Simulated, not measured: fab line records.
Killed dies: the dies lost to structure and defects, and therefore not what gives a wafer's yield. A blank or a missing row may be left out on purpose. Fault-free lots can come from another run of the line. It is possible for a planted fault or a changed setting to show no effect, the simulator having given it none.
Problem report, 8D (eight disciplines) form, completed by code | flow berkeley_cmos170 | the parts of the form that need people (team, actions taken, sign-off) are left out

## 1. WHAT IS WRONG
At UCB170_SILICIDE_RTA_04, lamp_power_pct averages 14.248 % over 6 wafers from 2 lots, while fault-free wafers read 8.929 %, standard deviation 0.016. That is +99 or more standard deviations from the usual mean.
The step: time 15 s.
First observed at day 8 13:17: wafer L163.2, on rtp_anneal-02. The record holds 18 wafers of 6 lots with a number at this step. The rule behind "out" and "out of limits": a value lying over 4 standard deviations away from the usual mean. All remaining wafers that have a number are taken as sound.

## 2. WHAT IT IS, WHAT IT ISN'T
question                    | is                               | is not
which readings at this step | lamp_power_pct, wafer_temp_C_max | -
which lots                  | L163, L166                       | L160, L161, L162, L164
which wafers of those lots  | all that have a number           | -
read on which tools         | rtp_anneal-02                    | rtp_anneal-01
when                        | from day 8 13:17                 | up to then (9 sound wafers); but 3 sound wafers of L162 came after

## 3. THE SUSPECTS, EACH WITH WHAT RULES IT OUT
Counting: a tool stays on the suspect list if, at a process step up to the reading, it processed all lots that are out and no sound lot following the first of them.
- rtp_anneal-01 at UCB170_SDANNEAL_RTA_00 (time 10 s): kept. It ran every lot that is out, first L163 (day 8 12:23), and no sound lot after that.
- rtp_anneal-01 at UCB170_SDANNEAL_RTA_01 (time 5 s): kept. It ran every lot that is out, first L163 (day 8 12:27), and no sound lot after that.
- pvd_sputter-04 at UCB170_SILICIDE_SPUTTER_01 (material Ti, target thk 30 nm, time 25 s): kept. It processed each lot that is out, first L163 at day 8 13:04, and no sound lot thereafter; up to then, the last sound lot it processed was L160 at day 8 10:06.
- rtp_anneal-02 at UCB170_SILICIDE_RTA_04 (time 15 s): kept. It processed each lot that is out, first L163 at day 8 13:17, and no sound lot thereafter; up to then, the last sound lot it processed was L160 at day 8 10:20. Out on those wafers are its own readings of lamp_power_pct, wafer_temp_C_max.
Left after counting: rtp_anneal-01 at UCB170_SDANNEAL_RTA_00, rtp_anneal-01 at UCB170_SDANNEAL_RTA_01, pvd_sputter-04 at UCB170_SILICIDE_SPUTTER_01, rtp_anneal-02 at UCB170_SILICIDE_RTA_04.

## 4. THE CAUSE (what the simulator had put in)
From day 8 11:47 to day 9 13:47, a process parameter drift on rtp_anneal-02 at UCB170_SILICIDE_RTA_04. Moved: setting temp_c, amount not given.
Of the 4 suspects that counting leaves, this tool is one.

## 5. SEQUENCE OF EFFECTS, ordered by route
Rows list readings where the struck wafers' mean (over those with a number) sits beyond 3 standard deviations from the usual. Readings are gone through only where the record gives a usual standard deviation; hours: the median, over the lots, of the time from a lot's start at the first step in this table giving one to that lot's start at this step; sigmas: the change measured in usual standard deviations.
hours | step                   | reading          | usual   | on struck wafers | change | sigmas
0     | UCB170_SILICIDE_RTA_04 | lamp_power_pct   | 8.929 % | 14.248           | +5.319 | +99 or more
0     | UCB170_SILICIDE_RTA_04 | wafer_temp_C_max | 652.4   | 792.0            | +139.6 | +99 or more
Its process steps:
- UCB170_SILICIDE_RTA_04: time 15 s.

## 6. HOW IT WOULD HAVE BEEN CAUGHT EARLIER
In this record the first reading out of limits was taken at day 8 13:17, 1 hour after the fault began at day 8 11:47.
